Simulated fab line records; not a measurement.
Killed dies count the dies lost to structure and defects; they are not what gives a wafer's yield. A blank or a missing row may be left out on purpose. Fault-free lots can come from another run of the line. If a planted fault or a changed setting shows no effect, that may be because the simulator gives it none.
One fault seen from 2 desks -- flow ritCmos -- every desk sees just its own numbers, and what lay behind them comes last

DESK OF THE TOOL OWNER: implanter-02
RIT_NLDD_IMPLANT_08, tool's own readings: per-lot mean of the sampled wafers with a number, covering each lot this tool ran. If a lot's mean is further than 4 standard deviations from the usual mean, the lot is out of limits and carries the mark OUT (the distance appears in the brackets).
Columns: A = beamEnergyKeV at RIT_NLDD_IMPLANT_08, usual 20.000; B = faradayCurrentUA at RIT_NLDD_IMPLANT_08, usual 1574
lot,first seen here,A,B
L858,day 3 11:07,20.005,1545
L862,day 4 10:44,19.999,1549
L866,day 5 04:21,20.009,1546
L867,day 5 11:43,19.993,1566
L871,day 6 05:01,20.000,1588
L877,day 7 23:16,19.513 (-79) OUT,1573
L878,day 8 04:05,19.515 (-78) OUT,1564
This desk's finding: out of limits on L877, L878; first on L877, day 7 23:16 (beamEnergyKeV at RIT_NLDD_IMPLANT_08). Within limits: L858, L862, L866, L867, L871.

METROLOGY DESK
What the gauges read, lot by lot, whatever tool the lot ran on: means of the sampled wafers that have a number. If a lot's mean is further than 4 standard deviations from the usual mean, the lot is out of limits and carries the mark OUT (the distance appears in the brackets).
Columns: A = PSD_OVL at RIT_PSD_OVL_MEAS_06, usual 0.0 nm
lot,first seen here,A
L855,day 3 07:19,2.6
L858,day 3 17:51,-0.3
L860,day 4 06:22,2.1
L861,day 4 13:10,-1.2
L862,day 4 18:39,1.5
L863,day 5 01:14,-0.4
L865,day 5 07:07,-1.0
L866,day 5 11:20,-2.7
L867,day 5 18:26,-2.0
L868,day 5 23:10,-1.1
L869,day 6 06:04,-0.6
L871,day 6 13:45,1.0
L877,day 8 05:58,-0.8
L878,day 8 10:53,-1.4
Finding of this desk: none of the 14 lots has anything out of limits.

TAKEN TOGETHER
The tool owner's desk could have raised an alarm at day 7 23:16, on L877, L878.
From the metrology desk's view, nothing was out of limits.
The metrology desk holds a record of L877, L878, inside its limits.
Every lot named ran RIT_NLDD_IMPLANT_08 on implanter-02.

WHAT THE SIMULATOR PUT IN
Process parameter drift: implanter-02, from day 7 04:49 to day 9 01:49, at RIT_NLDD_IMPLANT_08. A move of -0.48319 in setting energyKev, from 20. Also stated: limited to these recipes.
Shown lots that were struck: L877, L878.
Delay in hours, fault start to first out-of-limits reading, by desk: the tool owner's desk at 18.
